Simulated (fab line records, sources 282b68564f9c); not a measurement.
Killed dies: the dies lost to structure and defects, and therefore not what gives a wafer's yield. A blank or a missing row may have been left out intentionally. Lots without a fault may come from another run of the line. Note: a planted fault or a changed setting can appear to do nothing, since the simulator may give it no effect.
fab line records -- flow rit-cmos
record: lots: 15, wafers: 45, last-day: 7
route steps=202 shown ACTIVE@9 NLDD@160 CONTACT@176 M1@184
lots that met no fault: taken from a fault-free run of the same line
start-h: the number of hours between the record's first day and the start of the first shown wafer of the lot -- wait-h: hours since the lot's step before -- " as in the row above -- L1.1+2: a single row standing in for several wafers -- - no value, or no start given -- * or withheld: withheld -- < > ~ a bound
route shown NAME@n: names a module that has steps shown in the file, with the first one's number in the route -- usual: mean/standard deviation taken from wafers without a fault -- same: alike in all rows -- chamber/n: place in a boat -- sites: each site's reading -- _std_site: how widely they spread, as a standard deviation -- _edge_site: inner sites' mean taken away from outer sites' mean -- radius-mm: how far each site lies from the wafer's centre -- mask NAME#n: copy n -- behind: tool/chamber where the wafer was last shaped -- hold: what put the lot on hold/how long, in hours/how the hold closed -- device: the n, p or np transistor that did not switch -- end of line: tests of these same wafers at the route's end -- a step without rows: its recipe alone -- killed: not the wafer's yield, but the dies lost to structure and defects at the first sort -- map: shows each die of a wafer: x if killed, . if not, _ if none is there
set.NAME: the setting that was run; set.NAME@STEP: the one run at that earlier step -- model.NAME: the simulator's own value behind a step, which no gauge read
one table for each step of the route and one row for each wafer, over a sample of lots
services: the hour from which a tool's chamber was out of use, counted from the record's first day as start-h (under 0 if before that day), plus the number of hours and why
== steps ==
step: RIT_ACTIVE_EXPOSE_08
recipe: mask-id: M1, na: 0.6, source-shape: conventional, sigma-outer: 0.6, target-cd-nm: 1400, dose-mj: 225
usual: exposure-dose-mJ-cm2: 223.42/0.24, stage-vel-mm-s: 500.00/0.22
lot.wafer,tool,chamber,start-h,wait-h,mask,exposure-dose-mJ-cm2,stage-vel-mm-s
L598.2,iline-stepper-02,0,14.06,0.1,M1#0,223.15,499.90
L598.3,iline-stepper-02,0,14.06,0.1,M1#0,223.24,500.01
L598.6,iline-stepper-02,0,14.06,0.1,M1#0,223.32,499.72
L599.3,iline-stepper-02,0,19.97,0.1,M1#0,223.18,500.04
L599.4,iline-stepper-02,0,19.97,0.1,M1#0,223.53,500.35
L599.6,iline-stepper-02,0,19.97,0.1,M1#0,223.48,499.73
L600.2,iline-stepper-02,0,24.06,0.1,M1#0,223.53,499.84
L600.3,iline-stepper-02,0,24.06,0.1,M1#0,223.79,500.10
L600.6,iline-stepper-02,0,24.06,0.1,M1#0,223.47,500.00
L602.3,iline-stepper-02,0,34.08,0.1,M1#0,223.28,500.17
L602.4,iline-stepper-02,0,34.08,0.1,M1#0,222.87,499.87
L602.5,iline-stepper-02,0,34.08,0.1,M1#0,223.36,499.71
L603.1,iline-stepper-01,0,39.23,0.3,M1#0,223.30,500.07
L603.2,iline-stepper-01,0,39.23,0.3,M1#0,223.35,500.10
L603.5,iline-stepper-01,0,39.23,0.3,M1#0,223.23,500.12
L604.3,iline-stepper-02,0,44.25,0.3,M1#0,223.33,499.81
L604.5,iline-stepper-02,0,44.25,0.3,M1#0,223.22,499.95
L604.6,iline-stepper-02,0,44.25,0.3,M1#0,223.30,499.98
L605.1,iline-stepper-01,0,49.16,0.2,M1#0,223.43,499.92
L605.2,iline-stepper-01,0,49.16,0.2,M1#0,223.56,499.63
L605.5,iline-stepper-01,0,49.16,0.2,M1#0,223.61,500.11
L607.2,iline-stepper-01,0,60.31,0.2,M1#0,261.67,500.11
L607.5,iline-stepper-01,0,60.31,0.2,M1#0,261.80,499.86
L607.6,iline-stepper-01,0,60.31,0.2,M1#0,261.59,499.90
L610.1,iline-stepper-01,0,74.17,0.2,M1#0,254.54,499.97
L610.2,iline-stepper-01,0,74.17,0.2,M1#0,254.78,499.84
L610.4,iline-stepper-01,0,74.17,0.2,M1#0,254.25,500.04
L611.1,iline-stepper-01,0,79.04,0.1,M1#0,248.40,500.09
L611.2,iline-stepper-01,0,79.04,0.1,M1#0,248.62,500.08
L611.5,iline-stepper-01,0,79.04,0.1,M1#0,248.87,500.37
L613.2,iline-stepper-02,0,89.18,0.2,M1#0,223.62,499.93
L613.3,iline-stepper-02,0,89.18,0.2,M1#0,223.40,499.96
L613.5,iline-stepper-02,0,89.18,0.2,M1#0,223.61,499.69
L617.1,iline-stepper-02,0,110.88,0.2,M1#0,223.48,499.95
L617.3,iline-stepper-02,0,110.88,0.2,M1#0,223.33,499.88
L617.6,iline-stepper-02,0,110.88,0.2,M1#0,223.61,500.11
L618.4,iline-stepper-02,0,114.10,0.1,M1#0,223.14,499.97
L618.5,iline-stepper-02,0,114.10,0.1,M1#0,223.17,499.93
L618.6,iline-stepper-02,0,114.10,0.1,M1#0,223.25,500.02
L619.1,iline-stepper-02,0,119.04,0.1,M1#0,223.63,500.05
L619.2,iline-stepper-02,0,119.04,0.1,M1#0,223.09,500.33
L619.5,iline-stepper-02,0,119.04,0.1,M1#0,223.15,499.84
L620.2,iline-stepper-02,0,124.11,0.1,M1#0,223.69,499.66
L620.4,iline-stepper-02,0,124.11,0.1,M1#0,223.40,499.63
L620.5,iline-stepper-02,0,124.11,0.1,M1#0,223.39,499.51
step: RIT_ACTIVE_CD_MEAS_11
recipe: target-cd-nm: 1400
usual: cd-nm: 1399.5/2.4
lot.wafer,tool,chamber,start-h,wait-h,hold,cd-nm
L598.2,cd-sem-02,-,14.46,-,-,1395.7
L598.3,cd-sem-02,-,14.46,-,-,1396.7
L598.6,cd-sem-02,-,14.46,-,-,1398.1
L599.3,cd-sem-01,-,20.37,-,-,1399.0
L599.4,cd-sem-01,-,20.37,-,-,1395.7
L599.6,cd-sem-01,-,20.37,-,-,1400.0
L600.2,cd-sem-02,-,24.46,-,-,1403.0
L600.3,cd-sem-02,-,24.46,-,-,1404.0
L600.6,cd-sem-02,-,24.46,-,-,1400.8
L602.3,cd-sem-02,-,34.48,-,-,1401.9
L602.4,cd-sem-02,-,34.48,-,-,1401.0
L602.5,cd-sem-02,-,34.48,-,-,1404.8
L603.1,cd-sem-01,-,39.66,-,-,1400.1
L603.2,cd-sem-01,-,39.66,-,-,1401.1
L603.5,cd-sem-01,-,39.66,-,-,1400.2
L604.3,cd-sem-01,-,44.65,-,-,1399.7
L604.5,cd-sem-01,-,44.65,-,-,1402.9
L604.6,cd-sem-01,-,44.65,-,-,1400.8
L605.1,cd-sem-02,-,49.56,-,-,1401.4
L605.2,cd-sem-02,-,49.56,-,-,1402.5
L605.5,cd-sem-02,-,49.56,-,-,1403.2
L607.2,cd-sem-02,-,60.71,-,await-dispo/0.2h/release,1354.1
L607.5,cd-sem-02,-,60.71,-,await-dispo/0.2h/release,1355.4
L607.6,cd-sem-02,-,60.71,-,await-dispo/0.2h/release,1355.6
L607.2,cd-sem-02,-,62.53,1.8,-,1354.1
L607.5,cd-sem-02,-,62.53,1.8,-,1354.8
L607.6,cd-sem-02,-,62.53,1.8,-,1355.8
L610.1,cd-sem-01,-,74.56,-,await-dispo/0.2h/release,1362.9
L610.2,cd-sem-01,-,74.56,-,await-dispo/0.2h/release,1362.2
L610.4,cd-sem-01,-,74.56,-,await-dispo/0.2h/release,1363.1
L610.1,cd-sem-01,-,74.85,0.3,-,1363.3
L610.2,cd-sem-01,-,74.85,0.3,-,1361.8
L610.4,cd-sem-01,-,74.85,0.3,-,1363.0
L611.1,cd-sem-02,-,79.44,-,await-dispo/0.2h/release,1369.2
L611.2,cd-sem-02,-,79.44,-,await-dispo/0.2h/release,1367.6
L611.5,cd-sem-02,-,79.44,-,await-dispo/0.2h/release,1368.3
L611.1,cd-sem-02,-,79.73,0.3,-,1369.0
L611.2,cd-sem-02,-,79.73,0.3,-,1367.9
L611.5,cd-sem-02,-,79.73,0.3,-,1368.4
L613.2,cd-sem-01,-,89.58,-,-,1399.1
L613.3,cd-sem-01,-,89.58,-,-,1399.4
L613.5,cd-sem-01,-,89.58,-,-,1397.3
L617.1,cd-sem-01,-,111.28,-,-,1398.3
L617.3,cd-sem-01,-,111.28,-,-,1398.0
L617.6,cd-sem-01,-,111.28,-,-,1398.9
L618.4,cd-sem-02,-,114.50,-,-,1401.2
L618.5,cd-sem-02,-,114.50,-,-,1400.7
L618.6,cd-sem-02,-,114.50,-,-,1400.6
L619.1,cd-sem-01,-,119.44,-,-,1397.6
L619.2,cd-sem-01,-,119.44,-,-,1399.4
L619.5,cd-sem-01,-,119.44,-,-,1400.0
L620.2,cd-sem-01,-,124.51,-,-,1400.0
L620.4,cd-sem-01,-,124.51,-,-,1400.6
L620.5,cd-sem-01,-,124.51,-,-,1397.5
step: RIT_SDANNEAL_RS_MEAS_07
recipe: thk-meas-gauge: four-point-probe
usual: NLDD_RS: 149.0/0.48
lot.wafer,tool,chamber,start-h,wait-h,NLDD_RS[ohm/sq]
L598.2,film-metro-02,-,50.08,0.1,149.1
L598.3,film-metro-02,-,50.08,0.1,150.1
L598.6,film-metro-02,-,50.08,0.1,149.6
L599.3,film-metro-01,-,54.39,0.1,148.4
L599.4,film-metro-01,-,54.39,0.1,148.2
L599.6,film-metro-01,-,54.39,0.1,148.2
L600.2,film-metro-04,-,60.27,0.1,148.9
L600.3,film-metro-04,-,60.27,0.1,149.3
L600.6,film-metro-04,-,60.27,0.1,149.8
L602.3,film-metro-04,-,74.36,0.1,149.4
L602.4,film-metro-04,-,74.36,0.1,150.2
L602.5,film-metro-04,-,74.36,0.1,149.7
L603.1,film-metro-04,-,75.45,0.1,148.2
L603.2,film-metro-04,-,75.45,0.1,149.0
L603.5,film-metro-04,-,75.45,0.1,148.6
L604.3,film-metro-01,-,82.05,0.1,149.3
L604.5,film-metro-01,-,82.05,0.1,148.9
L604.6,film-metro-01,-,82.05,0.1,149.5
L605.1,film-metro-01,-,88.17,0.1,148.9
L605.2,film-metro-01,-,88.17,0.1,149.2
L605.5,film-metro-01,-,88.17,0.1,148.8
L607.2,film-metro-01,-,108.08,0.1,148.8
L607.5,film-metro-01,-,108.08,0.1,148.6
L607.6,film-metro-01,-,108.08,0.1,149.4
L613.2,film-metro-04,-,125.23,0.1,148.7
L613.3,film-metro-04,-,125.23,0.1,148.7
L613.5,film-metro-04,-,125.23,0.1,149.6
L610.1,film-metro-04,-,125.58,0.1,149.0
L610.2,film-metro-04,-,125.58,0.1,148.8
L610.4,film-metro-04,-,125.58,0.1,148.3
L611.1,film-metro-04,-,128.14,0.1,149.0
L611.2,film-metro-04,-,128.14,0.1,149.1
L611.5,film-metro-04,-,128.14,0.1,148.8
L617.1,film-metro-02,-,148.71,0.1,148.5
L617.3,film-metro-02,-,148.71,0.1,148.5
L617.6,film-metro-02,-,148.71,0.1,148.8
L618.4,film-metro-02,-,151.94,0.1,148.3
L618.5,film-metro-02,-,151.94,0.1,148.4
L618.6,film-metro-02,-,151.94,0.1,148.4
L619.1,film-metro-04,-,161.21,0.1,149.3
L619.2,film-metro-04,-,161.21,0.1,148.9
L619.5,film-metro-04,-,161.21,0.1,149.2
L620.2,film-metro-01,-,162.84,0.1,148.5
L620.4,film-metro-01,-,162.84,0.1,149.0
L620.5,film-metro-01,-,162.84,0.1,148.5
step: RIT_CONTACT_CD_MEAS_08
recipe: target-cd-nm: 1000
usual: cd-nm: 999.8/2.2
lot.wafer,tool,chamber,start-h,wait-h,cd-nm
L598.2,cd-sem-02,-,52.02,-,995.6
L598.3,cd-sem-02,-,52.02,-,997.5
L598.6,cd-sem-02,-,52.02,-,998.4
L599.3,cd-sem-02,-,56.23,-,1002.9
L599.4,cd-sem-02,-,56.23,-,1004.3
L599.6,cd-sem-02,-,56.23,-,1001.4
L600.2,cd-sem-01,-,61.99,-,1000.5
L600.3,cd-sem-01,-,61.99,-,1001.9
L600.6,cd-sem-01,-,61.99,-,1001.7
L602.3,cd-sem-01,-,76.08,-,999.4
L602.4,cd-sem-01,-,76.08,-,996.4
L602.5,cd-sem-01,-,76.08,-,996.4
L603.1,cd-sem-01,-,77.23,-,1000.1
L603.2,cd-sem-01,-,77.23,-,1001.4
L603.5,cd-sem-01,-,77.23,-,1003.4
L604.3,cd-sem-01,-,83.76,-,1000.0
L604.5,cd-sem-01,-,83.76,-,999.6
L604.6,cd-sem-01,-,83.76,-,998.7
L605.1,cd-sem-02,-,90.01,-,998.2
L605.2,cd-sem-02,-,90.01,-,997.9
L605.5,cd-sem-02,-,90.01,-,999.3
L607.2,cd-sem-02,-,109.81,-,1001.1
L607.5,cd-sem-02,-,109.81,-,1000.8
L607.6,cd-sem-02,-,109.81,-,1003.1
L613.2,cd-sem-02,-,127.07,-,998.1
L613.3,cd-sem-02,-,127.07,-,1000.3
L613.5,cd-sem-02,-,127.07,-,999.5
L610.1,cd-sem-01,-,127.30,-,1000.5
L610.2,cd-sem-01,-,127.30,-,998.2
L610.4,cd-sem-01,-,127.30,-,998.7
L611.1,cd-sem-02,-,129.86,-,997.8
L611.2,cd-sem-02,-,129.86,-,995.9
L611.5,cd-sem-02,-,129.86,-,998.0
L617.1,cd-sem-01,-,150.55,-,997.3
L617.3,cd-sem-01,-,150.55,-,999.5
L617.6,cd-sem-01,-,150.55,-,1000.2
L618.4,cd-sem-01,-,153.66,-,994.6
L618.5,cd-sem-01,-,153.66,-,995.8
L618.6,cd-sem-01,-,153.66,-,996.6
L619.1,cd-sem-02,-,162.96,-,999.8
L619.2,cd-sem-02,-,162.96,-,999.9
L619.5,cd-sem-02,-,162.96,-,1000.4
L620.2,cd-sem-02,-,164.72,-,1000.6
L620.4,cd-sem-02,-,164.72,-,999.9
L620.5,cd-sem-02,-,164.72,-,1000.7
step: RIT_M1_SPUTTER_00
recipe: material: Al, target-thk-nm: 400, power-w: 2000, chamber-pressure-pa: 0.4, gas: Ar, time-s: 500, substrate-temp-c: 25
usual: throttle-valve-pct: 30.3/0.98
lot.wafer,tool,chamber,start-h,wait-h,throttle-valve-pct
L598.2,pvd-sputter-02,-,53.15,0.0,31.4
L598.3,pvd-sputter-02,-,53.15,0.0,29.9
L598.6,pvd-sputter-02,-,53.15,0.0,29.8
L599.3,pvd-sputter-04,-,57.34,0.0,29.7
L599.4,pvd-sputter-04,-,57.34,0.0,29.4
L599.6,pvd-sputter-04,-,57.34,0.0,30.7
L600.2,pvd-sputter-01,-,63.13,0.0,28.8
L600.3,pvd-sputter-01,-,63.13,0.0,29.4
L600.6,pvd-sputter-01,-,63.13,0.0,28.5
L602.3,pvd-sputter-02,-,77.20,0.0,31.4
L602.4,pvd-sputter-02,-,77.20,0.0,29.9
L602.5,pvd-sputter-02,-,77.20,0.0,31.3
L603.1,pvd-sputter-04,-,78.50,0.0,29.4
L603.2,pvd-sputter-04,-,78.50,0.0,30.8
L603.5,pvd-sputter-04,-,78.50,0.0,30.7
L604.3,pvd-sputter-01,-,84.88,0.0,28.7
L604.5,pvd-sputter-01,-,84.88,0.0,31.7
L604.6,pvd-sputter-01,-,84.88,0.0,28.5
L605.1,pvd-sputter-04,-,91.16,0.0,30.3
L605.2,pvd-sputter-04,-,91.16,0.0,29.3
L605.5,pvd-sputter-04,-,91.16,0.0,29.3
L607.2,pvd-sputter-04,-,110.97,0.0,30.6
L607.5,pvd-sputter-04,-,110.97,0.0,30.6
L607.6,pvd-sputter-04,-,110.97,0.0,31.1
L613.2,pvd-sputter-01,-,128.21,0.0,28.5
L613.3,pvd-sputter-01,-,128.21,0.0,31.6
L613.5,pvd-sputter-01,-,128.21,0.0,32.3
L610.1,pvd-sputter-02,-,128.46,0.0,29.6
L610.2,pvd-sputter-02,-,128.46,0.0,29.2
L610.4,pvd-sputter-02,-,128.46,0.0,31.2
L611.1,pvd-sputter-04,-,131.00,0.0,30.8
L611.2,pvd-sputter-04,-,131.00,0.0,29.8
L611.5,pvd-sputter-04,-,131.00,0.0,30.6
L617.1,pvd-sputter-02,-,151.70,0.0,29.3
L617.3,pvd-sputter-02,-,151.70,0.0,30.9
L617.6,pvd-sputter-02,-,151.70,0.0,31.3
L618.4,pvd-sputter-04,-,154.79,0.0,30.8
L618.5,pvd-sputter-04,-,154.79,0.0,29.6
L618.6,pvd-sputter-04,-,154.79,0.0,29.3
L619.1,pvd-sputter-02,-,164.12,0.0,30.0
L619.2,pvd-sputter-02,-,164.12,0.0,29.3
L619.5,pvd-sputter-02,-,164.12,0.0,29.3
L620.2,pvd-sputter-04,-,166.07,0.0,30.5
L620.4,pvd-sputter-04,-,166.07,0.0,29.2
L620.5,pvd-sputter-04,-,166.07,0.0,30.7
step: RIT_M1_PROBE_99
usual: killed-at-contacts: 0.1/0.34, killed-at-front-end: 7/3, killed-dies: 7/3.1, killed-open: 3.4/1.9, killed-short: 3.4/2.1
same: gross-dies: 264, killed_at_M0_to_M3: 0, killed_at_M4_up: 0, killed-at-back-side: 0, killed-at-other: 0
lot.wafer,tool,chamber,start-h,wait-h,killed-at-contacts,killed-at-front-end,killed-dies,killed-open,killed-short
L607.2,prober-01,-,115.03,0.1,0,3,3,0,3
L607.5,prober-01,-,115.18,0.2,1,6,7,2,5
L607.6,prober-01,-,115.23,0.2,0,4,4,0,4
L610.1,prober-02,-,132.53,0.1,0,5,5,2,3
L610.2,prober-02,-,132.58,0.1,0,2,2,1,1
L610.4,prober-02,-,132.68,0.2,0,6,6,3,3
L611.1,prober-01,-,135.01,0.1,0,5,5,3,2
L611.2,prober-01,-,135.06,0.1,0,2,2,1,1
L611.5,prober-01,-,135.21,0.2,0,3,3,1,2
killed by level:class
L607.2 SPACER:geometric-particle:short=2 FOX1:geometric-particle:short=1
L607.5 REOX:geometric-particle:short=3 FOX2:geometric-particle:short=1 SILICIDE:geometric-particle:open=1 SILICIDE:geometric-particle:short=1 CONTACT:geometric-particle:open=1
L607.6 SILICIDE:geometric-particle:short=2 FOX1:geometric-particle:short=1 REOX:geometric-particle:short=1
L610.1 FOX1:geometric-particle:short=2 FOX1:geometric-particle:open=1 FOX2:geometric-particle:open=1 GATE:geometric-particle:short=1
L610.2 FOX1:geometric-particle:short=1 SPACER:geometric-particle:open=1
L610.4 FOX2:geometric-particle:short=1 GATE:geometric-particle:open=1 GATE:geometric-particle:short=1 REOX:geometric-particle:open=1 SILICIDE:geometric-particle:short=1 SILICIDE:geometric-particle:open=1
L611.1 GATE:geometric-particle:open=2 GATE:geometric-particle:short=2 REOX:geometric-particle:open=1
L611.2 FOX1:geometric-particle:open=1 GATE:geometric-particle:short=1
L611.5 GATE:geometric-particle:short=1 SILICIDE:geometric-particle:short=1 SILICIDE:geometric-particle:open=1
== services ==
tool,chamber,start-h,hours,kind
iline-stepper-01,-,-7.43,1.8,repair
iline-stepper-01,-,-6.60,4.9,repair
pvd-sputter-04,-,1.02,2.4,repair
iline-stepper-01,-,9.14,5.6,repair
pvd-sputter-04,-,49.76,2.7,repair
iline-stepper-02,-,58.13,2.1,pm
iline-stepper-02,-,60.22,-,consumable-replace:lamp
iline-stepper-01,0,79.40,-,calibration
iline-stepper-02,-,96.92,3.0,repair
iline-stepper-01,-,107.89,1.7,pm
pvd-sputter-04,-,123.40,1.7,repair
pvd-sputter-02,-,133.29,6.5,repair
iline-stepper-02,0,136.38,-,calibration
== key ==
first-sign: step: RIT_ACTIVE_EXPOSE_08, reading: exposure-dose-mJ-cm2, direction: up, sigmas: 99+, usual: 223.42, struck: 254.95
effect: step: RIT_ACTIVE_CD_MEAS_11, reading: visit, direction: added, through: control-loop
effect: step: RIT_ACTIVE_CD_MEAS_11, reading: cd-nm, direction: down, sigmas: 16, usual: 1399.5, struck: 1362.0, through: control-loop
met-at RIT_ACTIVE_EXPOSE_08
struck-lots L607,L610,L611
tester-left-out L607,L610,L611
loop-trim: step: RIT_ACTIVE_EXPOSE_08, setting: dose, lots: L610,L611
not-acting-at RIT_SDANNEAL_RS_MEAS_07,RIT_CONTACT_CD_MEAS_08,RIT_M1_SPUTTER_00
onset-between 49.16 60.31
fault: kind: process-parameter-drift, tool: iline-stepper-01, chamber: -, onset-h: 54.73, steps: RIT_ACTIVE_EXPOSE_08, channel: dose-mj, offset: 38.588, shape: step, acts-in: these-recipes-only, stated: 225
tester-left-out: of these lots the tester's yield and bins aren't shown, on N5 and GAA mostly nor the transistor test; their killed dies are dies lost to structure and defects alone, not to doping, threshold or leakage, so they don't give the yield
loop-trim: a control loop set the setting to another value than it would have without faults
